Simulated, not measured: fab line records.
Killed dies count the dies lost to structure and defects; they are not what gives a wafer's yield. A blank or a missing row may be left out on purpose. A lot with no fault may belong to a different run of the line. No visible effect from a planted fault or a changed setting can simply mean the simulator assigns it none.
A struck lot beside a sound one | flow rit-cmos | 15 out of 202 route steps
Sound: wafers L450.2, L450.3, L450.4. Struck: wafer L459.3 (left out: L459.1, L459.2 of the same lot, which were not struck); the cause appears at the end.
Per side, at each step with rows, come the tool, then ch with its chambers, and then its first start. Under that, the readings that differ: sound wafers | struck wafers | difference of the means | sigmas: that difference in standard deviations of wafers without a fault.
alike: same words and numbers on both sides, and readings whose means sit less than 2 such deviations apart. not compared: any withheld reading, any reading some wafer has no value for, any bound like >300 that may hide the same value, and any number with overlapping values for which the record gives no deviation.
The two part at a step that has a row with sigmas, a row that says differs or no value, or rows on one side only. Numbers that don't overlap but have no deviation are shown without sigmas and don't part them. A reading missing from all wafers of one side parts the sides only when that side holds two or more wafers.

RIT_SILICIDE_RTA_06: time 10 s, ramp up 5 s, ramp down 10 s.
  sound on rtp-anneal-01 ch 0, day 3 22:52; struck on rtp-anneal-02 ch 0, day 5 22:47
  alike: wafer_temp_C_max
RIT_CONTACT_CVD_00: deposits SiO2 from TEOS, target thk 400 nm, time 61 s.
  sound on pecvd-03 ch 0,1,2, day 3 22:55; struck on pecvd-03 ch 0, day 5 22:51
  alike: heater-power-w
  not compared: since-wet-clean-h
RIT_CONTACT_THK_MEAS_01:
  sound on film-metro-01 at day 3 22:59; struck on film-metro-03 at day 5 22:54
  alike: CONTACT_TEOS_THK
then, 6 steps without rows for these wafers: RIT_CONTACT_HMDS_02 (prime time 60 s); RIT_CONTACT_COAT_03 (resist thk 1000 nm); RIT_CONTACT_SOFTBAKE_04 (time 60 s); RIT_CONTACT_EXPOSE_05 (exposes mask M11, target cd 1000 nm); RIT_CONTACT_PEB_06; RIT_CONTACT_DEVELOP_07 (develop time 120 s).
RIT_CONTACT_CD_MEAS_08: target cd 1000 nm.
  sound on cd-sem-02 at day 4 00:17; struck on cd-sem-02 at day 5 23:56
  alike: cd-nm
RIT_CONTACT_OVL_MEAS_09:
  sound on overlay-01 at day 4 00:24; struck on overlay-02 at day 6 00:03
  alike: CONTACT_OVL
then, 1 step without rows for these wafers: RIT_CONTACT_HARDBAKE_10 (time 60 s).
RIT_CONTACT_ETCH_11: etches SiO2 in CHF3/CF4/Ar, stops on TiSi2, target depth 480 nm, time 320 s.
  sound on rie-diel-04 ch 0,2,3, day 4 00:35; struck on rie-diel-01 ch 3, day 6 00:14
  reading                                      | sound             | struck  | difference | sigmas
  over-etch-frac                               | 0.2 0.2 0.2       | 0.33248 | +0.13248   |
  model.NOVOLAK_of_CONTACT_COAT_03.thk-nm (nm) | 769.9 770.7 770.7 | 757.3   | -13.1      |
  alike: drypump-motor-current-A, oes-product-au, throttle-valve-pct
  not compared: rf-hours-counter-h
RIT_CONTACT_STRIP_12: strips in O2, time 180 s.
  sound on plasma-asher-04 ch 0,1, day 4 00:46; struck on plasma-asher-04 ch 1, day 6 00:26
  alike: drypump-motor-current-A
  not compared: rf-hours-counter-h
RIT_M1_PROBE_99:
  sound on prober-02 at day 4 05:31; struck on prober-02 at day 6 05:21
  reading                                    | sound                      | struck   | difference | sigmas
  model.etest.nmos_0p15.junction-log10-a-um  | -13.5 -13.44 -13.4         | -13.15   | +0.30      |
  model.etest.nmos-narrow.off-log10-a-um     | -13.07 -13.17 -13.11       | -13.03   | +0.09      |
  model.etest.antenna-contact.vt-shift-v (V) | -0.01273 -0.01489 -0.01128 | -0.02032 | -0.00735   |
  alike: killed-at-front-end, killed-dies, killed-on-rim, killed-open, killed-short

## WHERE THEY PART
Nowhere in this record.

WHY: what had been put in by the simulator
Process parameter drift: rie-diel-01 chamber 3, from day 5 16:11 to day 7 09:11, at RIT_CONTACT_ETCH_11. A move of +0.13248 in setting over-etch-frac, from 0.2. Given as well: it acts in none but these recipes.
